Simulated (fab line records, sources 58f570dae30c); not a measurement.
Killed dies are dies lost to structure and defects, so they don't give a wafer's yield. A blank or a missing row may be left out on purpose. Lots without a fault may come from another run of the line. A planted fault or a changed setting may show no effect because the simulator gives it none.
One fault seen from 2 desks | flow berkeley_cmos170 | each desk has only its own numbers; what lay behind them comes last

THE METROLOGY DESK
What the gauges read, lot by lot, whatever tool the lot ran on: means of the sampled wafers that have a number. A lot is out of limits, marked OUT, if its mean lies more than 4 standard deviations from the usual mean; the brackets give that distance.
Columns: A = NSD_TW at UCB170_NSD_TW_MEAS_10, usual 4190; B = V1_POLISHED_THK at UCB170_V1_THK_MEAS_04, usual 999.6 nm; C = V1_OVL at UCB170_V1_OVL_MEAS_13, usual 3 nm
lot  | first seen here | A    | B                        | C
L333 | day 8 12:23     | 4135 | 1000.2                   | -3
L334 | day 8 12:40     | 4245 | 999.9                    | 3
L332 | day 8 13:02     | 4134 | 1000.6                   | 3
L335 | day 8 13:13     | 4154 | 999.5                    | 3
L336 | day 9 10:01     | 4171 | 999.2                    | 2
L337 | day 9 10:18     | 4197 | 1000.1                   | 4
L338 | day 9 13:48     | 4224 | 1000.0                   | 3
L341 | day 10 09:17    | 4179 | 1115.3 (+99 or more) OUT | 8
L342 | day 10 09:34    | 4172 | 1000.1                   | -3
L344 | day 10 21:06    | 4146 | 998.8                    | 8
L345 | day 10 21:22    | 4121 | 1112.5 (+99 or more) OUT | 0
L348 | day 11 23:43    | 4269 | 998.0                    | 6
L350 | day 12 06:26    | 4151 | 998.9                    | 4
L355 | day 12 19:37    | 4166 | 999.7                    | 4
This desk's finding: out of limits on L341, L345; first on L341, day 11 00:20 (V1_POLISHED_THK at UCB170_V1_THK_MEAS_04). In limits: L333, L334, L332, L335, L336, L337, L338, L342, L344, L348, L350, L355.

THE TOOL OWNER'S DESK: cmp-02
The tool's own readings at UCB170_V1_CMP_02 (polishes SiO2): means of the sampled wafers that have a number, for each lot that ran on this tool. A lot is out of limits, marked OUT, if its mean lies more than 4 standard deviations from the usual mean; the brackets give that distance.
Columns: A = motor_current_A at UCB170_V1_CMP_02, usual 16.9 A; B = slurry_filter_dp_kPa at UCB170_V1_CMP_02, usual 13.50 kPa
lot  | first seen here | A    | B
L333 | day 9 00:03     | 16.5 | 13.54
L335 | day 9 01:17     | 17.1 | 13.51
L332 | day 9 01:46     | 16.8 | 13.46
L337 | day 9 22:08     | 17.9 | 13.39
L341 | day 10 23:55    | 18.0 | 13.37
L345 | day 11 08:37    | 16.4 | 13.56
This desk's finding: nothing out of limits on any of the 6 lots.

PUT TOGETHER
The metrology desk could have raised an alarm at day 11 00:20, on L341, L345.
The tool owner's desk saw nothing out of limits.
The tool owner's desk has L341, L345 on record, within its limits.
Of the lots named, all ran UCB170_V1_CMP_02 on cmp-02.

WHAT THE SIMULATOR HAD PUT IN
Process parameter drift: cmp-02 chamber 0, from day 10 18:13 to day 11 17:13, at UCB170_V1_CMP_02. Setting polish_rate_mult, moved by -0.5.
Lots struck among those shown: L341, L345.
Hours from the fault's start to each desk's first reading out of limits: the metrology desk, 6.
